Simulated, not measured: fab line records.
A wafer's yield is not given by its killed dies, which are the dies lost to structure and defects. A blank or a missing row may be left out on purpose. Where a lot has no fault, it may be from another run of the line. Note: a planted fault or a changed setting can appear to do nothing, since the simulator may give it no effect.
Split-lot trial | flow ritCmos | 23 wafers read from 5 lots, route of 202 steps

ABOUT THE SPLIT
At RIT_ACTIVE_COAT_06 (resist thk 1000 nm), the setting spinRpm was moved away from the recipe's 3250 rpm on 6 of the 23 wafers read, by -6.8% to -3.3%. All remaining wafers had this setting at the recipe value.

FROM THE SPLIT TO THE READING: what the file shows between them, 3 steps
- RIT_ACTIVE_SOFTBAKE_07: time 60 s
- RIT_ACTIVE_EXPOSE_08: exposes mask M1, target cd 1400 nm
- RIT_ACTIVE_DEVELOP_10: develop time 50 s

THE READING
NOVOLAK_of_ACTIVE_COAT_06.thkNm (the simulator's own value, which no gauge read), in nm, at RIT_ACTIVE_HARDBAKE_12 (time 60 s). The file gives no usual value for it. Average 884.5 nm, standard deviation 2.4 nm, over the 17 wafers here run with the recipe.

wafer  | tool, chamber at the split | spinRpm as run, rpm | against the recipe | NOVOLAK_of_ACTIVE_COAT_06.thkNm, nm | against lot-mates on the recipe
L074.1 | lithoTrack-01, 0           | 3250                | recipe             | 883.1                               | -
L074.3 | lithoTrack-01, 0           | 3250                | recipe             | 882.5                               | -
L074.4 | lithoTrack-01, 0           | 3250                | recipe             | 885.3                               | -
L074.5 | lithoTrack-01, 0           | 3250                | recipe             | 882                                 | -
L074.6 | lithoTrack-01, 0           | 3250                | recipe             | 885.2                               | -
L077.1 | lithoTrack-03, 0           | 3250                | recipe             | 887.2                               | -
L077.2 | lithoTrack-03, 0           | 3029                | -6.8%              | 918.2                               | +29.7
L077.3 | lithoTrack-03, 0           | 3029                | -6.8%              | 921.5                               | +33.0
L077.4 | lithoTrack-03, 0           | 3029                | -6.8%              | 917.2                               | +28.7
L077.5 | lithoTrack-03, 0           | 3250                | recipe             | 889.8                               | -
L078.2 | lithoTrack-01, 0           | 3250                | recipe             | 885.9                               | -
L078.3 | lithoTrack-01, 0           | 3250                | recipe             | 885.5                               | -
L078.6 | lithoTrack-01, 0           | 3250                | recipe             | 882.6                               | -
L080.2 | lithoTrack-01, 0           | 3142                | -3.3%              | 902.4                               | +14.9
L080.3 | lithoTrack-01, 0           | 3250                | recipe             | 887.7                               | -
L080.4 | lithoTrack-01, 0           | 3250                | recipe             | 887.4                               | -
L080.5 | lithoTrack-01, 0           | 3142                | -3.3%              | 903.1                               | +15.6
L080.6 | lithoTrack-01, 0           | 3142                | -3.3%              | 904                                 | +16.5
L084.2 | lithoTrack-03, 0           | 3250                | recipe             | 883.4                               | -
L084.3 | lithoTrack-03, 0           | 3250                | recipe             | 882.4                               | -
L084.4 | lithoTrack-03, 0           | 3250                | recipe             | 882.1                               | -
L084.5 | lithoTrack-03, 0           | 3250                | recipe             | 881.2                               | -
L084.6 | lithoTrack-03, 0           | 3250                | recipe             | 883.5                               | -

THE FIT
A straight line over all 23 wafers: NOVOLAK_of_ACTIVE_COAT_06.thkNm changes by -5.15 nm for each +1% of spinRpm; r = -0.98; the points scatter about the line by 2.4 nm.
The same after taking each lot's own level away (the mean of its wafers on the recipe; 23 wafers): -4.51 nm for each +1%; r = -0.99; scatter 1.3 nm.
According to that fit, moving spinRpm by its largest amount changes the reading by 31 nm.
Measured against the standard deviation above, the lots' own levels, which go from 882.52 to 888.50 nm, span 2.5 times it.
Hence the slope depends on the lot-to-lot level, as the two fits are not the same.
Check: +31.1 nm against its lot-mates is what the line predicts for one of the wafers moved furthest among these (-6.8%) when that wafer is left out of the fit. Against them it came out at +29.7 nm.

OTHER SPLITS ON THESE WAFERS
Other splits were also applied to these wafers ahead of the reading. Each is held against what the fit with the lots' levels taken away leaves over:
other split on the same wafers | wafers away from the commonest value | r with NOVOLAK_of_ACTIVE_COAT_06.thkNm (lot level and that fit taken away)
RIT_ACTIVE_OXIDATION_01 tempC  | 10                                   | +0.06

THE WHOLE CHAIN: every reading that the file lists as answering this split, in the file's order
step                   | what it does       | reading                                                                          | change (the file's fit)              | r (the file's)
RIT_ACTIVE_COAT_06     | resist thk 1000 nm | NOVOLAK_of_ACTIVE_COAT_06.thkNm (the simulator's own value, which no gauge read) | -5.17 nm for each +1% of the setting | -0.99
RIT_ACTIVE_HARDBAKE_12 | time 60 s          | NOVOLAK_of_ACTIVE_COAT_06.thkNm (the simulator's own value, which no gauge read) | -4.52 nm for each +1% of the setting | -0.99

FILE'S OWN FIT
NOVOLAK_of_ACTIVE_COAT_06.thkNm changes by -4.52 nm for each +1% of spinRpm, r = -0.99.
